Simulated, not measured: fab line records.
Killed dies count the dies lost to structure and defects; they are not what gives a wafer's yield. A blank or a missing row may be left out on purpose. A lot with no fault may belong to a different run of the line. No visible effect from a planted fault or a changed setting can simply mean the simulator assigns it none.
Which tool is to blame? ; flow berkeley_cmos170 ; Sampling: 7 lots, 21 wafers, 3 of 331 route steps

== WHAT THE GAUGES SHOWED, per wafer ==
UCB170_V2_CD_MEAS_90: target cd 700 nm.
lot;measured;on;cd_nm (nm)
L420;day 9 09:12;cd_sem-02;699.3 699.7 699.4
L421;day 10 05:32;cd_sem-01;696.9 698.0 698.1
L423;day 10 15:41;cd_sem-02;701.1 700.4 699.4
L425;day 10 16:01;cd_sem-02;700.0 698.9 700.0
L428;day 11 23:14;cd_sem-02;700.5 701.5 700.5
L434;day 12 20:17;cd_sem-02;704.6 708.1 705.2 704.4 708.1 705.2
L438;day 13 17:35;cd_sem-02;700.1 698.7 699.7

== TOOL THAT RAN EACH LOT (tool first, then ch and the chambers of the sampled wafers, then the start) ==
lot;UCB170_V2_ETCH_14;UCB170_V2_STRIP_15
L420;rie_diel-02 ch 0,3, day 9 08:55;plasma_asher-04 ch 1, day 9 09:06
L421;rie_diel-02 ch 2,3, day 10 05:13;plasma_asher-04 ch 0,1, day 10 05:23
L423;rie_diel-03 ch 0,1,3, day 10 15:23;plasma_asher-04 ch 0,1, day 10 15:34
L425;rie_diel-02 ch 2,3, day 10 15:41;plasma_asher-04 ch 0,1, day 10 15:55
L428;rie_diel-04 ch 1,3, day 11 22:53;plasma_asher-04 ch 0,1, day 11 23:04
L434;rie_diel-02 ch 0,3, day 12 19:58;plasma_asher-04 ch 0,1, day 12 20:11
L438;rie_diel-04 ch 0,1,2, day 13 17:16;plasma_asher-04 ch 0,1, day 13 17:28
- UCB170_V2_ETCH_14: etches SiO2 in CHF3/CF4/Ar, stops on Al, target depth 1250 nm, time 291 s.
- UCB170_V2_STRIP_15: strips in O2.

== THE ANSWER, worked out from the rows above alone ==
Rule: the lots themselves supply what counts as usual. The widest of any qualifying gaps counts: lots, ordered by their means at a reading, are off when they make up no more than a third of the lots, leave a main group of 4 or more, and stand apart from it by 3 or more times the standard deviation of that group's means. Not used: any main group whose means are identical at the precision the tables above print for the reading. A lot without any number at a reading at which 4 lots or more have one is off too. Where the step has rows for the other lots, those lots are counted as sound.
Off at UCB170_V2_CD_MEAS_90 (cd_nm): L434. The main group has a mean of 699.6 nm with a standard deviation of 0.98.
If a tool, at a process step before that reading, ran all the lots that are off and no sound lot after the first of them, it fits. The gauges at UCB170_V2_CD_MEAS_90 are tried like those tools. One fits: UCB170_V2_ETCH_14 on rie_diel-02. A fault onset in the window from L425 (day 10 15:41, its last sound lot) to L434 (day 12 19:58, its first lot off) fits.

== WHAT THE SIMULATOR HAD INSERTED ==
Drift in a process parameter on rie_diel-02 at UCB170_V2_ETCH_14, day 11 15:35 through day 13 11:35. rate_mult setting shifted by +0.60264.
Shown lots that were struck: L434. The rule given above showed the same thing.
